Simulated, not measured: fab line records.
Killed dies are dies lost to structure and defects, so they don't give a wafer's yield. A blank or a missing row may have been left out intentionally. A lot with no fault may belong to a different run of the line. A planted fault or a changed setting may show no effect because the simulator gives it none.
Which tool did it? || flow berkeleyCmos170 || Sampling: 16 lots, 48 wafers, 3 of 331 route steps

## WHAT THE GAUGES SHOWED, per wafer
UCB170_NWELL_THK_MEAS_05.
{"lot": "L810", "measured": "day 2 04:46", "on": "filmMetro-03", "NWELL_NITRIDE_THK (nm)": "220.4 221.3 221.8"}
{"lot": "L811", "measured": "day 2 18:31", "on": "filmMetro-02", "NWELL_NITRIDE_THK (nm)": "220.8 219.4 220.3"}
{"lot": "L819", "measured": "day 4 23:52", "on": "filmMetro-01", "NWELL_NITRIDE_THK (nm)": "222.4 222.7 223.8"}
{"lot": "L821", "measured": "day 4 23:52", "on": "filmMetro-02", "NWELL_NITRIDE_THK (nm)": "222.1 221.0 221.8"}
{"lot": "L820", "measured": "day 4 23:53", "on": "filmMetro-03", "NWELL_NITRIDE_THK (nm)": "218.8 222.3 219.0"}
{"lot": "L818", "measured": "day 4 23:56", "on": "filmMetro-03", "NWELL_NITRIDE_THK (nm)": "222.2 222.4 222.4"}
{"lot": "L823", "measured": "day 5 14:35", "on": "filmMetro-02", "NWELL_NITRIDE_THK (nm)": "221.6 222.2 223.7"}
{"lot": "L822", "measured": "day 5 14:36", "on": "filmMetro-01", "NWELL_NITRIDE_THK (nm)": "221.3 224.1 223.1"}
{"lot": "L825", "measured": "day 5 22:10", "on": "filmMetro-03", "NWELL_NITRIDE_THK (nm)": "222.0 223.7 222.9"}
{"lot": "L824", "measured": "day 5 22:10", "on": "filmMetro-02", "NWELL_NITRIDE_THK (nm)": "220.2 222.3 218.6"}
{"lot": "L826", "measured": "day 6 06:34", "on": "filmMetro-03", "NWELL_NITRIDE_THK (nm)": "218.3 219.0 218.3"}
{"lot": "L828", "measured": "day 6 06:34", "on": "filmMetro-01", "NWELL_NITRIDE_THK (nm)": "221.9 221.8 223.1"}
{"lot": "L830", "measured": "day 6 12:08", "on": "filmMetro-01", "NWELL_NITRIDE_THK (nm)": "221.2 222.6 220.6"}
{"lot": "L831", "measured": "day 7 01:51", "on": "filmMetro-03", "NWELL_NITRIDE_THK (nm)": "226.2 225.2 225.4"}
{"lot": "L832", "measured": "day 7 01:51", "on": "filmMetro-01", "NWELL_NITRIDE_THK (nm)": "220.5 220.8 220.4"}
{"lot": "L833", "measured": "day 7 10:32", "on": "filmMetro-03", "NWELL_NITRIDE_THK (nm)": "219.7 221.0 219.8"}

UCB170_SCREENOX_THK_MEAS_02.
{"lot": "L810", "measured": "day 7 04:14", "on": "filmMetro-01", "SCREENOX_OXIDE_THK (nm)": "14.31 14.17 14.03"}
{"lot": "L811", "measured": "day 7 12:35", "on": "filmMetro-03", "SCREENOX_OXIDE_THK (nm)": "14.47 14.49 14.49"}
{"lot": "L819", "measured": "day 9 06:03", "on": "filmMetro-04", "SCREENOX_OXIDE_THK (nm)": "6.13 6.37 6.20"}
{"lot": "L821", "measured": "day 9 06:07", "on": "filmMetro-01", "SCREENOX_OXIDE_THK (nm)": "6.36 6.34 6.45"}
{"lot": "L820", "measured": "day 9 06:08", "on": "filmMetro-04", "SCREENOX_OXIDE_THK (nm)": "6.31 6.13 6.24"}
{"lot": "L818", "measured": "day 9 06:04", "on": "filmMetro-01", "SCREENOX_OXIDE_THK (nm)": "6.06 6.46 6.24"}
{"lot": "L823", "measured": "day 9 16:55", "on": "filmMetro-01", "SCREENOX_OXIDE_THK (nm)": "14.46 14.55 14.50"}
{"lot": "L822", "measured": "day 9 16:59", "on": "filmMetro-03", "SCREENOX_OXIDE_THK (nm)": "14.24 14.33 14.24"}
{"lot": "L825", "measured": "day 9 16:56", "on": "filmMetro-03", "SCREENOX_OXIDE_THK (nm)": "14.30 14.56 14.29"}
{"lot": "L824", "measured": "day 9 16:56", "on": "filmMetro-04", "SCREENOX_OXIDE_THK (nm)": "15.00 14.81 15.15"}
{"lot": "L826", "measured": "day 10 06:02", "on": "filmMetro-04", "SCREENOX_OXIDE_THK (nm)": "14.38 14.49 14.51"}
{"lot": "L828", "measured": "day 10 06:02", "on": "filmMetro-01", "SCREENOX_OXIDE_THK (nm)": "14.32 14.27 14.30"}
{"lot": "L830", "measured": "day 10 14:56", "on": "filmMetro-04", "SCREENOX_OXIDE_THK (nm)": "14.43 14.36 14.38"}
{"lot": "L831", "measured": "day 10 22:37", "on": "filmMetro-04", "SCREENOX_OXIDE_THK (nm)": "14.47 14.57 14.60"}
{"lot": "L832", "measured": "day 11 11:05", "on": "filmMetro-04", "SCREENOX_OXIDE_THK (nm)": "14.21 14.14 14.38"}
{"lot": "L833", "measured": "day 11 11:05", "on": "filmMetro-01", "SCREENOX_OXIDE_THK (nm)": "14.94 14.84 14.70"}

## EACH LOT AND THE TOOL THAT RAN IT (in order: tool; ch and the chambers of the sampled wafers; start)
{"lot": "L810", "UCB170_SCREENOX_OXIDATION_01": "furnace-04 ch 0, day 7 02:31"}
{"lot": "L811", "UCB170_SCREENOX_OXIDATION_01": "furnace-04 ch 0, day 7 10:51"}
{"lot": "L819", "UCB170_SCREENOX_OXIDATION_01": "furnace-04 ch 0, day 9 04:23"}
{"lot": "L821", "UCB170_SCREENOX_OXIDATION_01": "furnace-04 ch 0, day 9 04:23"}
{"lot": "L820", "UCB170_SCREENOX_OXIDATION_01": "furnace-04 ch 0, day 9 04:23"}
{"lot": "L818", "UCB170_SCREENOX_OXIDATION_01": "furnace-04 ch 0, day 9 04:23"}
{"lot": "L823", "UCB170_SCREENOX_OXIDATION_01": "furnace-01 ch 0, day 9 15:16"}
{"lot": "L822", "UCB170_SCREENOX_OXIDATION_01": "furnace-01 ch 0, day 9 15:16"}
{"lot": "L825", "UCB170_SCREENOX_OXIDATION_01": "furnace-01 ch 0, day 9 15:16"}
{"lot": "L824", "UCB170_SCREENOX_OXIDATION_01": "furnace-01 ch 0, day 9 15:16"}
{"lot": "L826", "UCB170_SCREENOX_OXIDATION_01": "furnace-02 ch 0, day 10 04:22"}
{"lot": "L828", "UCB170_SCREENOX_OXIDATION_01": "furnace-02 ch 0, day 10 04:22"}
{"lot": "L830", "UCB170_SCREENOX_OXIDATION_01": "furnace-02 ch 0, day 10 13:11"}
{"lot": "L831", "UCB170_SCREENOX_OXIDATION_01": "furnace-02 ch 0, day 10 20:56"}
{"lot": "L832", "UCB170_SCREENOX_OXIDATION_01": "furnace-01 ch 0, day 11 09:25"}
{"lot": "L833", "UCB170_SCREENOX_OXIDATION_01": "furnace-01 ch 0, day 11 09:25"}
- UCB170_SCREENOX_OXIDATION_01: target thk 14.4 nm, ox time 2400 s.

## AS READ BY THE TOOLS THEMSELVES (means over the sampled wafers that have a number; for cases with no such wafer, the mark the record gives instead)
UCB170_SCREENOX_OXIDATION_01.
{"lot": "L810", "tool": "furnace-04", "spikeTcLoadC (C)": 925.2, "zonePowerSourcePct (%)": 23.7}
{"lot": "L811", "tool": "furnace-04", "spikeTcLoadC (C)": 927.0, "zonePowerSourcePct (%)": 23.8}
{"lot": "L819", "tool": "furnace-04", "spikeTcLoadC (C)": 926.2, "zonePowerSourcePct (%)": 23.4}
{"lot": "L821", "tool": "furnace-04", "spikeTcLoadC (C)": 927.1, "zonePowerSourcePct (%)": 23.8}
{"lot": "L820", "tool": "furnace-04", "spikeTcLoadC (C)": 926.2, "zonePowerSourcePct (%)": 23.9}
{"lot": "L818", "tool": "furnace-04", "spikeTcLoadC (C)": 926.9, "zonePowerSourcePct (%)": 23.8}
{"lot": "L823", "tool": "furnace-01", "spikeTcLoadC (C)": 922.9, "zonePowerSourcePct (%)": 25.6}
{"lot": "L822", "tool": "furnace-01", "spikeTcLoadC (C)": 922.1, "zonePowerSourcePct (%)": 25.7}
{"lot": "L825", "tool": "furnace-01", "spikeTcLoadC (C)": 923.9, "zonePowerSourcePct (%)": 25.5}
{"lot": "L824", "tool": "furnace-01", "spikeTcLoadC (C)": 923.1, "zonePowerSourcePct (%)": 25.2}
{"lot": "L826", "tool": "furnace-02", "spikeTcLoadC (C)": 923.7, "zonePowerSourcePct (%)": 27.0}
{"lot": "L828", "tool": "furnace-02", "spikeTcLoadC (C)": 923.6, "zonePowerSourcePct (%)": 26.9}
{"lot": "L830", "tool": "furnace-02", "spikeTcLoadC (C)": 923.0, "zonePowerSourcePct (%)": 27.3}
{"lot": "L831", "tool": "furnace-02", "spikeTcLoadC (C)": 922.6, "zonePowerSourcePct (%)": 26.9}
{"lot": "L832", "tool": "furnace-01", "spikeTcLoadC (C)": 922.2, "zonePowerSourcePct (%)": 25.5}
{"lot": "L833", "tool": "furnace-01", "spikeTcLoadC (C)": 922.1, "zonePowerSourcePct (%)": 25.5}

## THE ANSWER, worked out from the rows above alone
Rule: usual is defined by the lots themselves. Put in order of their means at a reading, lots are off if they are a third of the lots or fewer, leave a main group of 4 or more, and stand apart from it by a gap of 3 or more times the standard deviation of the main group's means; of several such gaps the widest counts. A main group whose means are all the same, to the digits that the tables above print for the reading, isn't used. Also off: a lot with no number at a reading for which 4 or more lots have one. The other lots that the step has rows for count as sound. The gauges are gone through in route order, then the tools' own readings, and for those a lot's mean is taken as printed above. The first step at which some lot is off is used, and at that step the reading that is off furthest; a lot without a number counts as furthest.
Off: L819, L821, L820, L818, at UCB170_SCREENOX_THK_MEAS_02 (SCREENOX_OXIDE_THK). The main group has a mean of 14.46 nm with a standard deviation of 0.23.
If a tool, at a process step before that reading, ran all the lots that are off and no sound lot after the first of them, it fits. The gauges at UCB170_SCREENOX_THK_MEAS_02 are tried like those tools. One fits: UCB170_SCREENOX_OXIDATION_01 on furnace-04. A fault onset in the window from L811 (day 7 10:51, its last sound lot) to L818 (day 9 04:23, its first lot off) fits.

## WHAT THE SIMULATOR PUT IN
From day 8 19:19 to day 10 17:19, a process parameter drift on furnace-04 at UCB170_SCREENOX_OXIDATION_01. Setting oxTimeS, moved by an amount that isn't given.
Struck lots among those shown: L819, L821, L820, L818. The rule given above showed the same thing.
